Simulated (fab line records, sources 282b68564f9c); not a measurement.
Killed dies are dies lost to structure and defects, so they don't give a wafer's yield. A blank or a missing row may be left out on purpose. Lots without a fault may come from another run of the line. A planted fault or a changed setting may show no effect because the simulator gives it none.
A struck lot beside a sound one | flow rit_cmos | 14 steps out of a route of 202
Sound: wafers L835.3, L835.4, L835.5. Struck: wafers L840.2, L840.3, L840.4. The cause comes at the end.
At each step with rows: each side's tool, then ch and its chambers, then its first start. Under that, the readings that differ: sound wafers | struck wafers | difference of the means | sigmas: that difference in standard deviations of wafers without a fault.
alike: readings whose means differ by less than 2 such deviations, and words and numbers that are the same on both sides. not compared: withheld readings, readings that some wafer has no value for, bounds like >300 that may hide the same value, and numbers for which the record gives no deviation and whose values overlap.
The two part at a step that has a row with sigmas, a row that says differs or no value, or rows on one side only. Numbers that don't overlap but have no deviation are shown without sigmas and don't part them. A reading that every wafer of one side lacks parts them only if that side has two wafers or more.

first, 1 step without rows for these wafers: RIT_PLDD_IMPLANT_08.
RIT_PLDD_STRIP_09: strips in O2, time 180 s.
  sound on plasma_asher-04 ch 0,1, day 3 05:01; struck on plasma_asher-03 ch 0,1, day 4 05:49
  alike: drypump_motor_current_A
  not compared: rf_hours_counter_h
RIT_PLDD_TW_MEAS_10:
  sound on film_metro-02, day 3 05:09; struck on film_metro-02, day 4 06:00
  alike: PLDD_TW
then, 4 steps without rows for these wafers: RIT_SPACER_CLEAN_00 (cleans in SC1, time 600 s); RIT_SPACER_CLEAN_01 (cleans in dHF, time 30 s); RIT_SPACER_CLEAN_02 (cleans in SC2, time 600 s); RIT_SPACER_CVD_03 (deposits Si3N4 from SiH2Cl2/NH3, target thk 250 nm, time 3300 s).
RIT_SPACER_THK_MEAS_04:
  sound on film_metro-02, day 3 07:29; struck on film_metro-04, day 4 08:28
  alike: SPACER_NITRIDE_THK
RIT_SPACER_ETCHBACK_05: etches Si3N4 in SF6/CHF3, stops on SiO2, target depth 250 nm, time 243.6 s.
  sound on rie_diel-02 ch 0,2,3, day 3 07:32; struck on rie_diel-03 ch 0,1,2, day 4 08:31
  alike: drypump_motor_current_A, oes_product_au, throttle_valve_pct
  not compared: rf_hours_counter_h
then, 3 steps without rows for these wafers: RIT_NSD_HMDS_00 (prime time 60 s); RIT_NSD_COAT_01 (resist thk 1000 nm); RIT_NSD_SOFTBAKE_02 (time 60 s).
RIT_NSD_EXPOSE_03: exposes mask M9, target cd 40700 nm.
  sound on iline_stepper-02 ch 0, day 3 08:20; struck on iline_stepper-01, day 4 09:15
  no value came back on the struck wafers for exposure_dose_mJ_cm2, focus_offset_nm (nm); on the sound wafers exposure_dose_mJ_cm2 reads 250.04 250.20 249.89
  alike: mask
then, 1 step without rows for these wafers: RIT_NSD_PEB_04.

WHERE THEY PART
Only at RIT_NSD_EXPOSE_03, within this record.

WHY: what the simulator had put in
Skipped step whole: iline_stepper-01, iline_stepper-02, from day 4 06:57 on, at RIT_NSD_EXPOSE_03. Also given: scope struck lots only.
